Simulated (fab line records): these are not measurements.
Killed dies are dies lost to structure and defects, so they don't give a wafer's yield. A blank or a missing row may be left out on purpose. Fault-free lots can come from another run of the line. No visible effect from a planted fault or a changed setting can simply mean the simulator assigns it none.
A lot that was struck, set against a sound lot :: flow ritCmos :: 26 out of 202 route steps
Sound: wafers L360.3, L360.5, L360.6. Wafers L357.1, L357.2, L357.4 were the ones struck. Last of all comes the cause.
At each step with rows: each side's tool, then ch and its chambers, then its first start. Under that, the readings that differ: sound wafers :: struck wafers :: difference of the means :: sigmas: that difference in standard deviations of wafers without a fault.
alike: readings with means less than 2 such deviations apart, plus words and numbers identical on both sides. not compared: withheld readings, readings lacking a value on some wafer, bounds such as >300 that could conceal the same value, and numbers that have no deviation in the record and whose values overlap.
Wherever a step has rows on one side only, a row that says differs or no value, or a row with sigmas, the two part there. Non-overlapping numbers with no deviation appear without sigmas and do not part them. A reading missing from all wafers of one side parts the sides only when that side holds two or more wafers.

first, 1 step without rows for these wafers: RIT_WELLDRIVE_ANNEAL_00 (time 14700 s).
RIT_WELLDRIVE_RS_MEAS_01: a four-point-probe measurement.
  sound on filmMetro-01, day 6 18:08; struck on filmMetro-04, day 6 05:35
  alike: NWELL_RS
RIT_WELLDRIVE_RS_MEAS_02: a four-point-probe measurement.
  sound on filmMetro-01, day 6 18:16; struck on filmMetro-04, day 6 05:42
  alike: PWELL_RS
then, 6 steps without rows for these wafers: RIT_NRETRO_HMDS_00 (prime time 60 s); RIT_NRETRO_COAT_01 (resist thk 1300 nm); RIT_NRETRO_SOFTBAKE_02 (time 60 s); RIT_NRETRO_EXPOSE_03 (exposes mask M4, target cd 43900 nm); RIT_NRETRO_PEB_04; RIT_NRETRO_DEVELOP_05 (develop time 68 s).
RIT_NRETRO_OVL_MEAS_06:
  sound on overlay-01, day 6 19:14; struck on overlay-01, day 6 06:42
  alike: NRETRO_OVL
then, 2 steps without rows for these wafers: RIT_NRETRO_HARDBAKE_07 (time 120 s); RIT_NRETRO_IMPLANT_08.
RIT_NRETRO_STRIP_09: strips in O2, time 180 s.
  sound on plasmaAsher-02 ch 0,1, day 6 19:43; struck on plasmaAsher-04 ch 0,1, day 6 07:14
  no value came back on the struck wafers for chamberPressureMTorr (mTorr), drypumpMotorCurrentA (A); on the sound wafers chamberPressureMTorr (mTorr) reads 3995 3998 3996
reading: model.NOVOLAK_of_NRETRO_COAT_01.thkNm (nm)
sound: 0 0 0
struck: 1141 1134 1136
difference: +1137
sigmas: 
  not compared: rfHoursCounterH
RIT_NRETRO_TW_MEAS_10:
  sound on filmMetro-03, day 6 19:52; struck on filmMetro-03, day 6 07:25
  alike: NRETRO_TW
then, 6 steps without rows for these wafers: RIT_PRETRO_HMDS_00 (prime time 60 s); RIT_PRETRO_COAT_01 (resist thk 1300 nm); RIT_PRETRO_SOFTBAKE_02 (time 60 s); RIT_PRETRO_EXPOSE_03 (exposes mask M5, target cd 43700 nm); RIT_PRETRO_PEB_04; RIT_PRETRO_DEVELOP_05 (develop time 68 s).
RIT_PRETRO_OVL_MEAS_06:
  sound on overlay-02, day 6 20:47; struck on overlay-01, day 6 08:29
  alike: PRETRO_OVL
then, 2 steps without rows for these wafers: RIT_PRETRO_HARDBAKE_07 (time 120 s); RIT_PRETRO_IMPLANT_08.
RIT_PRETRO_STRIP_09: strips in O2, time 180 s.
  sound on plasmaAsher-03 ch 0,1, day 6 21:16; struck on plasmaAsher-02 ch 0,1, day 6 08:55
  alike: chamberPressureMTorr, drypumpMotorCurrentA
  not compared: rfHoursCounterH
RIT_PRETRO_TW_MEAS_10:
  sound on filmMetro-03, day 6 21:25; struck on filmMetro-01, day 6 09:05
reading: PRETRO_TW
sound: 465 469 466
struck: 30 30 30
difference: -437
sigmas: -66
then, 1 step without rows for these wafers: RIT_GATE_WET_ETCH_00 (etches SiO2 in BOE, target depth 56 nm, time 60 s).

WHERE THEY PART
Last at RIT_PRETRO_TW_MEAS_10 as far as this record goes, first at RIT_NRETRO_STRIP_09.

WHY: the cause the simulator had injected
Step skipped in full: plasmaAsher-04, at RIT_NRETRO_STRIP_09, from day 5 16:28 onward. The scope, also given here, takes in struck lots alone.
